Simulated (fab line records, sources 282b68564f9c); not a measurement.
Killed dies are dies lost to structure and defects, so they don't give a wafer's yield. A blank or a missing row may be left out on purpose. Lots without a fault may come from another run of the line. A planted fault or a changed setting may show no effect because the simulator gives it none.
Problem report in the 8D (eight disciplines) form, filled by code | flow rit_cmos | the parts of the form that need people (team, actions taken, sign-off) are left out

1. THE PROBLEM
NSD_TW at RIT_NSD_TW_MEAS_10 reads a mean of 3415 on 6 wafers of 2 lots; wafers without a fault read 3058 with a standard deviation of 36. That is +9.9 standard deviations from the usual mean.
First seen on wafer L725.1, day 6 12:11, on film_metro-04. The record holds 42 wafers of 14 lots with a number at this step. Rule for "out", or "out of limits": more than 4 standard deviations from the usual mean. The other wafers with a number count as sound.

2. WHAT IT IS AND WHAT IT IS NOT
question                    | is                           | is not
which readings at this step | NSD_TW                       | -
which lots                  | L725, L726                   | L709, L711, L712, L713, L715, L717, L718, L719, L720, L729, L730, L732
which wafers of those lots  | all that have a number       | -
read on which gauges        | film_metro-02, film_metro-04 | film_metro-03
when                        | from day 6 12:11             | up to then (27 sound wafers); but 9 sound wafers of L729, L730, L732 came after

3. SUSPECTS, AND WHAT RULES EACH OUT
Counting: a tool at a process step up to the reading stays a suspect if it ran every lot that is out and no sound lot after the first of them.
- the gauge at RIT_NSD_TW_MEAS_10: ruled out. The wafers that are out were read on 2 gauges (film_metro-02, film_metro-04).
- implanter-03 at RIT_NSD_IMPLANT_08: kept. It ran every lot that is out, first L725 (day 6 11:51), and no sound lot after that; its last sound lot up to then is L720 (day 5 11:35). Its own readings are out on those wafers: dose_ions_cm2, faraday_current_uA.
Left after counting: implanter-03 at RIT_NSD_IMPLANT_08.

4. THE CAUSE (what the simulator had put in)
Process parameter drift: implanter-03, from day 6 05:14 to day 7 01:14, at RIT_NSD_IMPLANT_08. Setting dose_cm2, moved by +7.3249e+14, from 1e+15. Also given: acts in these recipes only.
Counting left only this tool.

5. THE CHAIN OF EFFECTS, in route order
Each row: a reading whose mean over the struck wafers that have a number lies more than 3 standard deviations from the usual. Only readings for which the record gives a usual standard deviation are gone through. hours: the time from each lot's start at the first step in this table that gives one to its start at this step, as a median over the lots. sigmas: the change in usual standard deviations.
hours | step                    | reading                   | usual        | on struck wafers | change   | sigmas
0     | RIT_NSD_IMPLANT_08      | dose_ions_cm2             | 1e+15        | 2e+15            | +7e+14   | +99 or more
0     | RIT_NSD_IMPLANT_08      | end_station_pressure_torr | 7.5e-06 Torr | 9.2e-06          | +1.7e-06 | +4.7
0     | RIT_NSD_IMPLANT_08      | faraday_current_uA        | 3119         | 5408             | +2289    | +39
0     | RIT_NSD_TW_MEAS_10      | NSD_TW                    | 3058         | 3415             | +357     | +9.9
3     | RIT_SDANNEAL_RS_MEAS_05 | NSD_RS                    | 84.6 ohm/sq  | 56.8             | -27.8    | -87
The process steps in it:
- RIT_NSD_IMPLANT_08

6. WHAT WOULD HAVE CAUGHT IT SOONER
In this record the first reading out of limits at a measuring or inspecting step was taken at day 6 12:11, 7 hours after the fault began at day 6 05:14.
The tool's own readings at RIT_NSD_IMPLANT_08 were out on every struck wafer that the step has a row for (dose_ions_cm2, faraday_current_uA): an alarm limit on them would have fired on the first of those.
Of the lots that are out (2), L726 began RIT_NSD_IMPLANT_08 on implanter-03 after day 6 12:11. A hold on the tool at that time would have spared it.
